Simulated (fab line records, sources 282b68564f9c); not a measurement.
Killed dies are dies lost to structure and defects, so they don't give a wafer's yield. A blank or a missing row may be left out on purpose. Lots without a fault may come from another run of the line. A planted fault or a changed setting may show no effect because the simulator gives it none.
fab line records | flow rit_cmos
record lots=14 wafers=42 last_day=7
route steps=202 shown ACTIVE@9 NLDD@112 PLDD@123 SPACER@130 M1@202
lots that met no fault: from a run of the same line without faults
start_h: hours from the record's first day to the start of the lot's first wafer shown | wait_h: hours since the lot's step before | " the same as in the row above | L1.1+2: a row that stands for several wafers | - no value, or no start given | * or withheld: withheld | < > ~ a bound
route shown NAME@n: a module of which the file shows steps, and the number in the route of the first | usual: mean/standard deviation of fault-free wafers | same: alike in all rows | chamber/n: place in a boat | sites: the reading at each site | _std_site: their standard deviation | _edge_site: outer sites' mean less inner sites' | radius_mm: how far each site lies from the wafer's centre | mask NAME#n: copy n | behind: the tool/chamber that last shaped the wafer | hold: why the lot was held/for how many hours/how that ended | device: the transistor (n, p or np) that didn't switch | end of line: the same wafers' tests at the end of the route | a step without rows: its recipe alone | killed: dies lost to structure and defects at the first sort, not the wafer's yield | map: a wafer's dies, x killed, . not, _ none there
set.NAME: the setting as run; set.NAME@STEP: as run at that earlier step | model.NAME: the simulator's own value behind a step, which no gauge read
steps of the route over a sample of lots; a table a step, a row a wafer
services: from which hour (start_h, from the record's first day; less than 0 if before it) a tool's chamber was out of use, for how many hours, and why
## steps
# step RIT_ACTIVE_EXPOSE_08
# recipe mask_id=M1 na=0.6 source_shape=conventional sigma_outer=0.6 target_cd_nm=1400 dose_mj=225
# usual exposure_dose_mJ_cm2=224.93/0.25
# columns lot.wafer tool chamber start_h wait_h mask exposure_dose_mJ_cm2
L770.3 iline_stepper-01 0 14.08 0.1 M1#0 225.08
L770.4 " 0 " " M1#0 225.26
L770.6 " 0 " " M1#0 224.95
L771.1 iline_stepper-02 0 19.19 0.2 M1#0 224.87
L771.4 " 0 " " M1#0 225.10
L771.5 " 0 " " M1#0 225.19
L775.1 iline_stepper-01 0 39.16 0.2 M1#0 228.23
L775.2 " 0 " " M1#0 228.22
L775.3 " 0 " " M1#0 228.02
L777.1 iline_stepper-01 0 49.16 0.2 M1#0 227.72
L777.2 " 0 " " M1#0 227.65
L777.4 " 0 " " M1#0 227.87
L781.2 iline_stepper-02 0 69.06 0.1 M1#0 225.35
L781.4 " 0 " " M1#0 224.84
L781.6 " 0 " " M1#0 224.68
L782.1 iline_stepper-02 0 74.62 0.1 M1#0 224.70
L782.2 " 0 " " M1#0 224.73
L782.5 " 0 " " M1#0 224.86
L784.3 iline_stepper-02 0 84.20 0.2 M1#0 224.85
L784.4 " 0 " " M1#0 224.86
L784.5 " 0 " " M1#0 224.62
L785.3 iline_stepper-02 0 89.08 0.1 M1#0 224.88
L785.5 " 0 " " M1#0 224.99
L785.6 " 0 " " M1#0 225.13
L786.2 iline_stepper-02 0 94.81 0.1 M1#0 224.73
L786.3 " 0 " " M1#0 225.25
L786.6 " 0 " " M1#0 225.17
L787.3 iline_stepper-02 0 101.03 0.1 M1#0 224.51
L787.4 " 0 " " M1#0 224.57
L787.6 " 0 " " M1#0 224.53
L789.2 iline_stepper-02 0 109.18 0.2 M1#0 224.33
L789.3 " 0 " " M1#0 224.43
L789.5 " 0 " " M1#0 224.25
L791.2 iline_stepper-02 0 119.27 0.3 M1#0 224.95
L791.3 " 0 " " M1#0 224.75
L791.4 " 0 " " M1#0 225.23
L792.2 iline_stepper-02 0 124.10 0.1 M1#0 224.59
L792.5 " 0 " " M1#0 224.90
L792.6 " 0 " " M1#0 224.79
L793.2 iline_stepper-02 0 130.49 0.2 M1#0 224.67
L793.4 " 0 " " M1#0 224.63
L793.6 " 0 " " M1#0 224.83
# step RIT_NLDD_STRIP_09
# recipe chemistry=O2 time_s=180 resist=NOVOLAK platen_temp_c=withheld power_w=500 pressure_mtorr=4000 o2_flow_sccm=4000
# usual chamber_pressure_mTorr=4000/3.7 drypump_motor_current_A=5.5/0.53
# columns lot.wafer tool chamber start_h wait_h chamber_pressure_mTorr drypump_motor_current_A rf_hours_counter_h
L770.3 plasma_asher-02 1 44.72 0.1 3998 6.2 -
L770.4 " 0 " " 3992 5.2 -
L770.6 " 1 " " 3998 6.2 -
L771.1 plasma_asher-02 1 47.12 0.1 3999 6.2 41
L771.4 " 1 " " 4004 6.2 -
L771.5 " 1 " " 3998 6.2 -
L775.1 plasma_asher-02 0 68.76 0.1 4010 5.2 43
L775.2 " 1 " " 4000 6.2 43
L775.3 " 1 " " 4000 6.2 -
L777.1 plasma_asher-01 0 78.17 0.1 3994 4.8 45
L777.2 " 1 " " 3992 5.8 45
L777.4 " 1 " " 4005 5.7 -
L781.2 plasma_asher-03 1 102.43 0.1 4001 6.1 42
L781.4 " 0 " " 4001 5.0 -
L781.6 " 0 " " 3994 5.0 -
L782.1 plasma_asher-02 0 105.29 0.1 4005 5.2 47
L782.2 " 1 " " 3994 6.2 47
L782.5 " 1 " " 3996 6.2 -
L784.3 plasma_asher-03 1 112.94 0.1 4003 6.1 -
L784.4 " 0 " " 4000 5.0 -
L784.5 " 1 " " 4001 6.1 -
L785.3 plasma_asher-01 1 118.26 0.1 4002 5.7 -
L785.5 " 1 " " 3998 5.7 -
L785.6 " 0 " " 4000 4.8 -
L786.2 plasma_asher-02 0 122.89 0.1 3996 5.2 0
L786.3 " 1 " " 4001 6.2 -
L786.6 " 1 " " 4002 6.2 -
L787.3 plasma_asher-01 0 127.93 0.1 4002 4.8 -
L787.4 " 1 " " 4001 5.7 -
L787.6 " 0 " " 3994 4.8 -
L789.2 plasma_asher-02 1 137.42 0.1 4001 6.2 2
L789.3 " 1 " " 3996 6.2 -
L789.5 " 0 " " 4003 5.2 -
L791.2 plasma_asher-02 0 148.23 0.1 3995 5.2 3
L791.3 " 1 " " 4000 6.2 -
L791.4 " 0 " " 4003 5.2 -
L792.2 plasma_asher-02 0 151.25 0.1 3997 5.2 3
L792.5 " 1 " " 3990 6.2 -
L792.6 " 0 " " 4001 5.2 -
L793.2 plasma_asher-03 1 157.03 0.1 4003 6.1 49
L793.4 " 1 " " 3994 6.1 -
L793.6 " 0 " " 3999 5.0 -
# step RIT_PLDD_STRIP_09
# recipe chemistry=O2 time_s=180 resist=NOVOLAK platen_temp_c=withheld power_w=500 pressure_mtorr=4000 o2_flow_sccm=4000
# usual chamber_pressure_mTorr=4000/3.6 drypump_motor_current_A=5.5/0.48
# columns lot.wafer tool chamber start_h wait_h chamber_pressure_mTorr drypump_motor_current_A rf_hours_counter_h
L770.3 plasma_asher-01 0 46.35 0.1 4005 4.8 -
L770.4 " 1 " " 4000 5.7 -
L770.6 " 1 " " 4005 5.8 -
L771.1 plasma_asher-01 0 48.54 0.1 3999 4.8 41
L771.4 " 0 " " 3995 4.8 -
L771.5 " 1 " " 4007 5.7 -
L775.1 plasma_asher-04 0 70.35 0.1 4005 6.0 29
L775.2 " 1 " " 4002 5.4 29
L775.3 " 1 " " 4000 5.4 -
L777.1 plasma_asher-04 1 79.72 0.1 3997 5.4 30
L777.2 " 0 " " 4003 6.0 30
L777.4 " 1 " " 4005 5.4 -
L781.2 plasma_asher-03 0 103.85 0.1 4002 5.0 42
L781.4 " 0 " " 3997 5.0 -
L781.6 " 0 " " 3999 5.0 -
L782.1 plasma_asher-03 1 106.71 0.1 4002 6.1 43
L782.2 " 0 " " 4002 5.0 43
L782.5 " 0 " " 4002 5.0 -
L784.3 plasma_asher-04 1 114.48 0.1 3994 5.4 -
L784.4 " 0 " " 4002 6.0 -
L784.5 " 1 " " 4001 5.4 -
L785.3 plasma_asher-03 1 119.80 0.1 4002 6.1 -
L785.5 " 1 " " 3998 6.1 -
L785.6 " 0 " " 4001 5.0 -
L786.2 plasma_asher-03 0 124.44 0.1 3997 5.0 45
L786.3 " 1 " " 3996 6.1 -
L786.6 " 1 " " 4001 6.1 -
L787.3 plasma_asher-01 0 129.48 0.1 4001 4.8 -
L787.4 " 1 " " 4005 5.7 -
L787.6 " 0 " " 3995 4.8 -
L789.2 plasma_asher-01 1 138.96 0.1 3995 5.8 52
L789.3 " 1 " " 3999 5.8 -
L789.5 " 0 " " 4005 4.8 -
L791.2 plasma_asher-01 1 149.77 0.1 3996 5.8 53
L791.3 " 0 " " 4000 4.8 -
L791.4 " 1 " " 4009 5.8 -
L792.2 plasma_asher-01 1 152.67 0.1 4004 5.7 53
L792.5 " 1 " " 3995 5.8 -
L792.6 " 0 " " 3999 4.8 -
L793.2 plasma_asher-01 0 158.58 0.1 3997 4.8 54
L793.4 " 1 " " 4002 5.8 -
L793.6 " 0 " " 3998 4.8 -
# step RIT_SPACER_ETCHBACK_05
# recipe target_depth_a=2500 SF6_flow_sccm=30 CHF3_flow_sccm=30 target=Si3N4 chemistry=SF6/CHF3 pressure_mtorr=40 rf_w=250 time_s=240 stop_on=SiO2
# usual CHF3_flow_sccm=30.00/0.089 chamber_pressure_mTorr=40.00/0.036 drypump_motor_current_A=5.7/0.32 oes_product_au=0.839/0.012 throttle_valve_pct=10.27/0.12
# columns lot.wafer tool chamber start_h wait_h CHF3_flow_sccm chamber_pressure_mTorr drypump_motor_current_A oes_product_au rf_hours_counter_h throttle_valve_pct
L770.3 rie_diel-02 2 48.87 0.0 30.08 39.99 5.3 0.846 2 10.30
L770.4 " 0 " " 29.88 40.01 5.6 0.836 - 10.23
L770.6 " 3 " " 29.95 40.01 5.5 0.842 - 10.31
L771.1 rie_diel-04 0 51.14 0.1 30.14 39.90 5.3 0.842 130 10.37
L771.4 " 1 " " 29.91 39.99 5.7 0.867 138 10.30
L771.5 " 1 " " 29.94 39.96 5.6 0.853 - 10.31
L775.1 rie_diel-04 2 72.93 0.1 29.89 40.01 5.8 0.813 4 10.48
L775.2 " 3 " " 29.94 39.99 6.1 0.827 12 10.08
L775.3 " 1 " " 29.98 40.00 5.7 0.850 138 10.30
L777.1 rie_diel-02 1 82.30 0.1 30.04 40.00 6.1 0.835 5 10.16
L777.2 " 2 " " 29.91 39.96 5.3 0.848 3 10.33
L777.4 " 3 " " 30.08 40.05 5.5 0.835 - 10.30
L781.2 rie_diel-01 0 106.62 0.0 30.11 40.01 6.4 0.826 67 10.31
L781.4 " 3 " " 29.96 40.01 6.1 0.831 - 10.02
L781.6 " 1 " " 30.05 39.99 5.7 0.841 - 10.34
L782.1 rie_diel-02 2 109.49 0.1 30.02 39.97 5.4 0.847 3 10.31
L782.2 " 3 " " 29.90 39.95 5.5 0.839 4 10.30
L782.5 " 2 " " 30.10 40.01 5.4 0.857 - 10.31
L784.3 rie_diel-01 3 117.00 0.0 30.10 39.99 6.1 0.837 69 9.99
L784.4 " 0 " " 30.06 39.95 6.5 0.845 - 10.32
L784.5 " 1 " " 30.10 39.98 5.7 0.866 - 10.34
L785.3 rie_diel-01 2 122.32 0.0 30.03 39.98 5.4 0.860 4 10.25
L785.5 " 3 " " 29.95 40.03 6.1 0.819 - 9.99
L785.6 " 2 " " 29.96 39.97 5.4 0.853 - 10.26
L786.2 rie_diel-02 0 127.02 0.0 29.94 39.90 5.6 0.834 133 10.21
L786.3 " 1 " " 30.05 39.97 6.1 0.823 6 10.15
L786.6 " 1 " " 30.15 40.02 6.1 0.831 - 10.17
L787.3 rie_diel-04 3 132.00 0.0 29.99 40.01 6.1 0.850 13 10.06
L787.4 " 1 " " 30.02 40.01 5.7 0.858 139 10.30
L787.6 " 1 " " 30.15 40.01 5.6 0.863 - 10.32
L789.2 rie_diel-02 2 141.78 0.0 29.95 39.95 5.4 0.852 4 10.32
L789.3 " 1 " " 30.06 40.02 6.1 0.834 7 10.17
L789.5 " 3 " " 29.96 40.00 5.5 0.834 - 10.29
L791.2 rie_diel-04 2 152.42 0.0 29.92 40.04 5.8 0.813 6 10.51
L791.3 " 1 " " 30.15 39.96 5.7 0.852 139 10.30
L791.4 " 3 " " 30.05 40.03 6.1 0.843 14 10.07
L792.2 rie_diel-02 3 155.27 0.0 29.94 40.04 5.5 0.850 5 10.31
L792.5 " 3 " " 30.03 39.97 5.5 0.847 - 10.31
L792.6 " 0 " " 30.14 39.95 5.7 0.851 - 10.22
L793.2 rie_diel-02 2 161.15 0.0 29.94 39.97 5.4 0.848 5 10.32
L793.4 " 0 " " 30.02 40.04 5.6 0.839 133 10.22
L793.6 " 3 " " 30.01 40.00 5.5 0.840 - 10.30
# step RIT_M1_PROBE_99
# usual killed_at_contacts=0.1/0.36 killed_at_front_end=7.2/2.9 killed_dies=7.4/2.9 killed_open=3.8/2 killed_short=3.5/2
# same gross_dies=264 killed_at_M0_to_M3=0 killed_at_M4_up=0 killed_at_back_side=0 killed_at_other=0
# columns lot.wafer tool chamber start_h wait_h killed_at_contacts killed_at_front_end killed_dies killed_open killed_short
L770.3 prober-02 - 60.07 0.2 1 13 14 5 9
L770.4 prober-02 - 60.12 0.2 0 9 9 4 5
L770.6 prober-02 - 60.22 0.2 0 6 6 3 3
L771.1 prober-01 - 62.36 0.1 0 7 7 2 5
L771.4 prober-01 - 62.51 0.2 0 10 10 5 5
L771.5 prober-01 - 62.56 0.2 0 14 14 10 4
L775.1 prober-01 - 84.20 0.1 0 8 8 1 7
L775.2 prober-01 - 84.25 0.1 0 5 5 2 2
L775.3 prober-01 - 84.30 0.2 0 5 5 3 2
L777.1 prober-01 - 94.13 0.1 0 11 11 5 6
L777.2 prober-01 - 94.18 0.1 0 5 5 4 1
L777.4 prober-01 - 94.28 0.2 0 4 4 3 1
L781.2 prober-02 - 118.29 0.1 0 7 7 1 6
L781.4 prober-02 - 118.39 0.2 0 7 7 4 3
L781.6 prober-02 - 118.49 0.2 0 9 9 4 5
L782.1 prober-01 - 120.67 0.1 0 9 9 2 7
L782.2 prober-01 - 120.72 0.1 0 5 5 1 4
L782.5 prober-01 - 120.87 0.2 0 13 13 8 5
L784.3 prober-01 - 128.85 0.2 0 7 7 3 3
L784.4 prober-01 - 128.90 0.2 0 6 6 3 3
L784.5 prober-01 - 128.95 0.2 1 7 8 4 4
L785.3 prober-02 - 133.35 0.2 0 7 7 3 4
L785.5 prober-02 - 133.45 0.2 0 8 8 2 6
L785.6 prober-02 - 133.50 0.2 0 4 4 2 2
L786.2 prober-01 - 138.56 0.1 0 1 1 0 1
L786.3 prober-01 - 138.61 0.2 0 4 4 3 1
L786.6 prober-01 - 138.76 0.2 0 6 6 5 1
L787.3 prober-02 - 143.21 0.2 0 6 6 2 4
L787.4 prober-02 - 143.26 0.2 0 5 5 3 2
L787.6 prober-02 - 143.36 0.2 0 6 6 2 4
L789.2 prober-02 - 153.07 0.1 0 8 8 2 6
L789.3 prober-02 - 153.12 0.2 0 13 13 6 7
L789.5 prober-02 - 153.22 0.2 0 10 10 3 7
L791.2 prober-02 - 163.37 0.1 0 6 6 3 3
L791.3 prober-02 - 163.42 0.2 1 6 7 5 2
L791.4 prober-02 - 163.47 0.2 0 11 11 8 3
L792.2 prober-01 - 166.31 0.1 0 5 5 3 2
L792.5 prober-01 - 166.46 0.2 0 4 4 2 2
L792.6 prober-01 - 166.51 0.2 0 7 7 3 3
L793.2 prober-02 - 172.30 0.1 2 3 5 3 2
L793.4 prober-02 - 172.40 0.2 0 8 8 7 1
L793.6 prober-02 - 172.50 0.2 0 1 1 0 1
# killed by level:class
L770.3 GATE:geometric_particle:short=3 SPACER:geometric_particle:short=3 FOX1:geometric_particle:short=2 GATE:geometric_particle:open=2 SPACER:geometric_particle:open=1 SILICIDE:geometric_particle:short=1 SILICIDE:geometric_particle:open=1 CONTACT:geometric_particle:open=1
L770.4 REOX:geometric_particle:open=2 ACTIVE:geometric_particle:short=1 FOX1:geometric_particle:open=1 FOX2:geometric_particle:short=1 GATE:geometric_particle:short=1 GATE:geometric_particle:open=1 REOX:geometric_particle:short=1 SILICIDE:geometric_particle:short=1
L770.6 GATE:geometric_particle:short=2 SPACER:geometric_particle:open=2 GATE:geometric_particle:open=1 REOX:geometric_particle:short=1
L771.1 GATE:geometric_particle:short=3 GATE:geometric_particle:open=1 REOX:geometric_particle:open=1 SPACER:geometric_particle:short=1 SILICIDE:geometric_particle:short=1
L771.4 GATE:geometric_particle:open=3 GATE:geometric_particle:short=2 SILICIDE:geometric_particle:short=2 ACTIVE:geometric_particle:open=1 FOX2:geometric_particle:short=1 REOX:geometric_particle:open=1
L771.5 GATE:geometric_particle:open=5 SPACER:geometric_particle:open=2 SILICIDE:geometric_particle:open=2 FOX2:geometric_particle:short=1 GATE:geometric_particle:short=1 REOX:geometric_particle:short=1 REOX:geometric_particle:open=1 SPACER:geometric_particle:short=1
L775.1 FOX1:geometric_particle:short=3 SPACER:geometric_particle:short=2 FOX2:geometric_particle:open=1 FOX2:geometric_particle:short=1 GATE:geometric_particle:short=1
L775.2 GATE:geometric_particle:open=2 REOX:geometric_particle:short=1 SPACER:geometric_particle:short=1 ACTIVE:coat_microbubble_printed=1
L775.3 SPACER:geometric_particle:open=2 FOX1:geometric_particle:open=1 FOX1:geometric_particle:short=1 SPACER:geometric_particle:short=1
L777.1 GATE:geometric_particle:short=3 FOX1:geometric_particle:open=2 SPACER:geometric_particle:open=2 SPACER:geometric_particle:short=2 FOX1:geometric_particle:short=1 GATE:geometric_particle:open=1
L777.2 GATE:geometric_particle:open=3 GATE:geometric_particle:short=1 SPACER:geometric_particle:open=1
L777.4 GATE:geometric_particle:open=2 FOX1:geometric_particle:short=1 SPACER:geometric_particle:open=1
L781.2 GATE:geometric_particle:short=2 SILICIDE:geometric_particle:short=2 FOX1:geometric_particle:short=1 GATE:geometric_particle:open=1 SPACER:geometric_particle:short=1
L781.4 FOX1:geometric_particle:short=1 FOX1:geometric_particle:open=1 GATE:geometric_particle:short=1 GATE:geometric_particle:open=1 REOX:geometric_particle:open=1 SPACER:geometric_particle:open=1 SPACER:geometric_particle:short=1
L781.6 GATE:geometric_particle:short=3 FOX2:geometric_particle:open=1 FOX2:geometric_particle:short=1 GATE:geometric_particle:open=1 REOX:geometric_particle:open=1 SPACER:geometric_particle:short=1 SPACER:geometric_particle:open=1
L782.1 FOX2:geometric_particle:short=2 GATE:geometric_particle:short=2 ACTIVE:geometric_particle:short=1 FOX1:geometric_particle:short=1 GATE:geometric_particle:open=1 SPACER:geometric_particle:short=1 SPACER:geometric_particle:open=1
L782.2 GATE:geometric_particle:short=2 FOX1:geometric_particle:open=1 SPACER:geometric_particle:short=1 SILICIDE:geometric_particle:short=1
L782.5 FOX1:geometric_particle:open=3 FOX1:geometric_particle:short=2 SPACER:geometric_particle:open=2 GATE:geometric_particle:open=1 GATE:geometric_particle:short=1 REOX:geometric_particle:open=1 SPACER:geometric_particle:short=1 SILICIDE:geometric_particle:short=1
L784.3 FOX2:geometric_particle:short=1 GATE:geometric_particle:short=1 REOX:geometric_particle:open=1 REOX:geometric_particle:short=1 SPACER:geometric_particle:open=1 SILICIDE:geometric_particle:open=1 NRETRO:coat_microbubble_printed=1
L784.4 SPACER:geometric_particle:short=2 GATE:geometric_particle:short=1 GATE:geometric_particle:open=1 SPACER:geometric_particle:open=1 SILICIDE:geometric_particle:open=1
L784.5 SILICIDE:geometric_particle:short=2 GATE:geometric_particle:short=1 GATE:geometric_particle:open=1 REOX:geometric_particle:open=1 SPACER:geometric_particle:open=1 SILICIDE:geometric_particle:open=1 CONTACT:geometric_particle:short=1
L785.3 GATE:geometric_particle:open=2 SPACER:geometric_particle:short=2 FOX2:geometric_particle:short=1 GATE:geometric_particle:short=1 REOX:geometric_particle:open=1
L785.5 FOX2:geometric_particle:short=2 GATE:geometric_particle:short=2 REOX:geometric_particle:short=2 GATE:geometric_particle:open=1 SPACER:geometric_particle:open=1
L785.6 FOX2:geometric_particle:open=1 GATE:geometric_particle:open=1 SPACER:geometric_particle:short=1 SILICIDE:geometric_particle:short=1
L786.2 FOX1:geometric_particle:short=1
L786.3 FOX1:geometric_particle:open=2 FOX1:geometric_particle:short=1 SPACER:geometric_particle:open=1
L786.6 ACTIVE:geometric_particle:short=1 FOX1:geometric_particle:open=1 GATE:geometric_particle:open=1 REOX:geometric_particle:open=1 SPACER:geometric_particle:open=1 SILICIDE:geometric_particle:open=1
L787.3 GATE:geometric_particle:open=2 GATE:geometric_particle:short=1 REOX:geometric_particle:short=1 SPACER:geometric_particle:short=1 SILICIDE:geometric_particle:short=1
L787.4 REOX:geometric_particle:open=3 REOX:geometric_particle:short=1 SPACER:geometric_particle:short=1
L787.6 SPACER:geometric_particle:short=3 REOX:geometric_particle:open=1 REOX:geometric_particle:short=1 SPACER:geometric_particle:open=1
L789.2 GATE:geometric_particle:short=3 FOX1:geometric_particle:short=2 GATE:geometric_particle:open=2 SPACER:geometric_particle:short=1
L789.3 GATE:geometric_particle:open=4 GATE:geometric_particle:short=2 SPACER:geometric_particle:short=2 SILICIDE:geometric_particle:short=2 FOX1:geometric_particle:short=1 REOX:geometric_particle:open=1 SILICIDE:geometric_particle:open=1
L789.5 GATE:geometric_particle:short=4 ACTIVE:geometric_particle:short=1 FOX1:geometric_particle:open=1 GATE:geometric_particle:open=1 SPACER:geometric_particle:short=1 SILICIDE:geometric_particle:short=1 SILICIDE:geometric_particle:open=1
L791.2 FOX1:geometric_particle:open=2 SPACER:geometric_particle:short=2 FOX1:geometric_particle:short=1 GATE:geometric_particle:open=1
L791.3 GATE:geometric_particle:open=2 SILICIDE:geometric_particle:open=2 SPACER:geometric_particle:open=1 SILICIDE:geometric_particle:short=1 CONTACT:geometric_particle:short=1
L791.4 FOX1:geometric_particle:open=3 GATE:geometric_particle:open=2 GATE:geometric_particle:short=2 SPACER:geometric_particle:open=2 SILICIDE:geometric_particle:short=1 SILICIDE:geometric_particle:open=1
L792.2 GATE:geometric_particle:open=2 GATE:geometric_particle:short=1 SPACER:geometric_particle:short=1 SILICIDE:geometric_particle:open=1
L792.5 FOX1:geometric_particle:open=1 FOX1:geometric_particle:short=1 GATE:geometric_particle:open=1 SILICIDE:geometric_particle:short=1
L792.6 GATE:geometric_particle:open=2 FOX1:geometric_particle:open=1 FOX1:geometric_particle:short=1 FOX2:geometric_particle:short=1 REOX:geometric_particle:short=1 PWELL:coat_microbubble_printed=1
L793.2 FOX1:geometric_particle:short=1 FOX1:geometric_particle:open=1 FOX2:geometric_particle:open=1 CONTACT:geometric_particle:short=1 CONTACT:geometric_particle:open=1
L793.4 FOX1:geometric_particle:open=3 SPACER:geometric_particle:open=2 FOX1:geometric_particle:short=1 GATE:geometric_particle:open=1 SILICIDE:geometric_particle:open=1
L793.6 GATE:geometric_particle:short=1
## services
# columns tool chamber start_h hours kind
rie_diel-01 3 -9.89 16.2 repair
plasma_asher-03 - 32.97 16.7 repair
iline_stepper-02 - 38.81 1.7 pm
rie_diel-01 - 45.93 3.2 repair
rie_diel-02 1 46.16 14.7 repair
plasma_asher-04 - 46.32 3.4 repair
plasma_asher-03 - 62.75 3.1 repair
rie_diel-04 2 63.13 7.9 repair
plasma_asher-03 - 66.82 15.6 pm
iline_stepper-01 - 70.38 1.7 pm
rie_diel-02 0 73.09 12.9 repair
rie_diel-04 1 89.77 16.7 repair
rie_diel-01 2 101.06 17.1 repair
plasma_asher-02 - 107.56 3.9 repair
plasma_asher-04 - 108.75 1.5 repair
plasma_asher-02 - 111.42 9.0 pm
plasma_asher-02 0 111.42 9.0 vent_cycle
plasma_asher-02 1 111.42 9.0 vent_cycle
plasma_asher-02 0 120.42 - clean
plasma_asher-02 1 120.42 - clean
rie_diel-04 3 126.35 2.8 repair
rie_diel-01 1 135.75 - clean
rie_diel-01 1 135.75 13.7 scheduled_down
iline_stepper-02 0 139.25 - calibration
## key
first_sign step=RIT_ACTIVE_EXPOSE_08 reading=exposure_dose_mJ_cm2 direction=up sigmas=12 usual=224.93 struck=227.95
effect none on later readings
met_at RIT_ACTIVE_EXPOSE_08
struck_lots L775,L777
tester_left_out L775,L777
loop_trim step=RIT_ACTIVE_EXPOSE_08 setting=dose lots=L777
not_acting_at RIT_NLDD_STRIP_09,RIT_PLDD_STRIP_09,RIT_SPACER_ETCHBACK_05
onset_between 14.08 39.16
fault kind=process_parameter_drift tool=iline_stepper-01 chamber=- onset_h=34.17 steps=RIT_ACTIVE_EXPOSE_08 channel=dose_mj offset=3.2219 shape=step acts_in=these_recipes_only stated=225
# tester_left_out: of these lots the tester's yield and bins aren't shown, on N5 and GAA mostly nor the transistor test; their killed dies are dies lost to structure and defects alone, not to doping, threshold or leakage, so they don't give the yield
# loop_trim: a control loop set the setting to another value than it would have without faults
